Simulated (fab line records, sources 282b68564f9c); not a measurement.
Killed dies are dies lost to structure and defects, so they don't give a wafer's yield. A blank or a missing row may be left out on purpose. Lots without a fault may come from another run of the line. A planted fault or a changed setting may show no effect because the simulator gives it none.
Which tool did it? | flow rit_cmos | 13 lots, 39 wafers sampled, at 2 steps of a route of 202

WHAT THE GAUGES READ, wafer by wafer
The record holds no reading of a measuring or inspecting step that can be judged against a usual standard deviation.

WHICH TOOL RAN EACH LOT (tool, then ch and the chambers of the sampled wafers, then the start)
lot  | RIT_SDANNEAL_CLEAN_02          | RIT_M1_PROBE_99
L793 | wet_bench-01 ch 2, day 3 06:46 | -
L794 | wet_bench-04 ch 0, day 3 11:43 | -
L796 | wet_bench-01 ch 1, day 3 21:31 | -
L797 | wet_bench-01 ch 1, day 4 01:43 | -
L798 | wet_bench-02 ch 1, day 4 06:22 | -
L799 | wet_bench-04 ch 2, day 4 12:21 | -
L800 | wet_bench-02 ch 1, day 4 18:07 | prober-02, day 5 01:57
L802 | wet_bench-02 ch 1, day 5 02:47 | -
L806 | wet_bench-04 ch 3, day 5 23:44 | prober-02, day 6 07:33
L810 | wet_bench-04 ch 0, day 6 19:08 | -
L812 | wet_bench-01 ch 2, day 7 05:47 | prober-02, day 7 14:29
L814 | wet_bench-01 ch 0, day 7 14:47 | -
L815 | wet_bench-02 ch 2, day 7 19:19 | -
- RIT_SDANNEAL_CLEAN_02: cleans in SC2, time 600 s.
- RIT_M1_PROBE_99

WHAT THE TOOLS THEMSELVES READ (means of the sampled wafers that have a number; where no wafer has one, the mark that the record gives instead)
RIT_SDANNEAL_CLEAN_02.
lot  | tool         | run_length_s (s)
L793 | wet_bench-01 | 627
L794 | wet_bench-04 | 626
L796 | wet_bench-01 | 626
L797 | wet_bench-01 | 634
L798 | wet_bench-02 | 627
L799 | wet_bench-04 | 626
L800 | wet_bench-02 | 628
L802 | wet_bench-02 | 627
L806 | wet_bench-04 | 527
L810 | wet_bench-04 | 626
L812 | wet_bench-01 | 628
L814 | wet_bench-01 | 626
L815 | wet_bench-02 | 633

RIT_M1_PROBE_99.
lot  | tool      | killed_at_M0_to_M3 | killed_at_contacts | killed_at_front_end | killed_dies | killed_open | killed_short
L800 | prober-02 | 0.0                | 0.0                | 6                   | 6           | 3.3         | 3.0
L806 | prober-02 | 0.0                | 0.0                | 10                  | 10          | 5.7         | 4.3
L812 | prober-02 | 0.0                | 0.0                | 10                  | 10          | 4.0         | 5.7

THE ANSWER, worked out from the rows above alone
Rule: what is usual is taken from the lots themselves. Put in order of their means at a reading, lots are off if they are a third of the lots or fewer, leave a main group of 4 or more, and stand apart from it by a gap of 3 or more times the standard deviation of the main group's means; of several such gaps the widest counts. A main group whose means are all the same, to the digits that the tables above print for the reading, isn't used. A lot without any number at a reading at which 4 lots or more have one is off too. The other lots that the step has rows for count as sound. The gauges are gone through in route order, then the tools' own readings, and for those a lot's mean is taken as printed above. The first step at which some lot is off is used, and at that step the reading that is off furthest; a lot without a number counts as furthest.
Off: L806, at RIT_SDANNEAL_CLEAN_02 (run_length_s). The main group: mean 628 s, standard deviation 2.6.
A tool fits if, at that step or a process step before it, it ran every lot that is off, and no sound lot after the first of them. None of those tried fits.

WHAT THE SIMULATOR HAD PUT IN
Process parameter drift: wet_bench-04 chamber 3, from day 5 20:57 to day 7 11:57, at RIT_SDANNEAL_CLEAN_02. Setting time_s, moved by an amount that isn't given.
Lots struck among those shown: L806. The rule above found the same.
